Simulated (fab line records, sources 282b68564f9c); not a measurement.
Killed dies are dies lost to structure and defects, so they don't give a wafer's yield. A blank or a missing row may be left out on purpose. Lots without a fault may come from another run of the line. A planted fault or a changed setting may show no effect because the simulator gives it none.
Which tool did it? | flow rit_cmos | 11 lots, 33 wafers sampled, at 3 steps of a route of 202

WHAT THE GAUGES READ, wafer by wafer
RIT_M1_CD_MEAS_09: target cd 2600 nm.
lot  | measured    | on        | cd_nm (nm)
L878 | day 3 14:28 | cd_sem-01 | 2601.0 2597.0 2599.5
L879 | day 3 19:49 | cd_sem-02 | 2597.4 2599.2 2598.0
L882 | day 4 13:52 | cd_sem-01 | 2601.4 2601.1 2602.8
L887 | day 5 13:34 | cd_sem-02 | 2593.6 2596.9 2595.3
L889 | day 6 00:43 | cd_sem-01 | 2603.0 2601.8 2602.4
L891 | day 6 03:40 | cd_sem-02 | 2598.4 2599.3 2596.6
L895 | day 7 12:47 | cd_sem-02 | 2600.5 2603.1 2603.2
L896 | day 7 18:29 | cd_sem-02 | 2600.5 2600.3 2600.7
L897 | day 8 01:19 | cd_sem-02 | 2599.7 2598.9 2600.4
L900 | day 8 08:34 | cd_sem-01 | 2597.6 2599.2 2598.3
L901 | day 8 13:54 | cd_sem-01 | 2600.2 2602.9 2600.7

WHICH TOOL RAN EACH LOT (tool, then ch and the chambers of the sampled wafers, then the start)
lot  | RIT_ACTIVE_SOFTBAKE_07           | RIT_PLDD_STRIP_09
L878 | litho_track-03 ch 0, day 1 14:57 | plasma_asher-02 ch 0,1, day 3 03:04
L879 | litho_track-04 ch 0, day 1 21:29 | plasma_asher-02 ch 0,1, day 3 08:50
L882 | litho_track-04 ch 0, day 2 12:14 | plasma_asher-03 ch 0, day 4 01:34
L887 | litho_track-03 ch 0, day 3 13:56 | plasma_asher-02 ch 0, day 5 00:14
L889 | litho_track-03 ch 0, day 3 20:55 | plasma_asher-02 ch 0,1, day 5 12:25
L891 | litho_track-01 ch 0, day 4 07:14 | plasma_asher-01 ch 0,1, day 5 16:05
L895 | litho_track-04 ch 0, day 5 05:24 | plasma_asher-03 ch 0,1, day 7 00:29
L896 | litho_track-04 ch 0, day 5 08:47 | plasma_asher-01 ch 0,1, day 7 06:43
L897 | litho_track-01 ch 0, day 5 13:58 | plasma_asher-02 ch 0,1, day 7 14:17
L900 | litho_track-04 ch 0, day 6 08:14 | plasma_asher-03 ch 0,1, day 7 20:12
L901 | litho_track-01 ch 0, day 6 14:17 | plasma_asher-02 ch 0,1, day 8 01:56
- RIT_ACTIVE_SOFTBAKE_07: time 60 s.
- RIT_PLDD_STRIP_09: strips in O2, time 180 s.

THE ANSWER, worked out from the rows above alone
Rule: what is usual is taken from the lots themselves. Put in order of their means at a reading, lots are off if they are a third of the lots or fewer, leave a main group of 4 or more, and stand apart from it by a gap of 3 or more times the standard deviation of the main group's means; of several such gaps the widest counts. A main group whose means are all the same, to the digits that the tables above print for the reading, isn't used. A lot without any number at a reading at which 4 lots or more have one is off too. The other lots that the step has rows for count as sound.
No lot is off at any reading shown: from this, nothing can be told.

WHAT THE SIMULATOR HAD PUT IN
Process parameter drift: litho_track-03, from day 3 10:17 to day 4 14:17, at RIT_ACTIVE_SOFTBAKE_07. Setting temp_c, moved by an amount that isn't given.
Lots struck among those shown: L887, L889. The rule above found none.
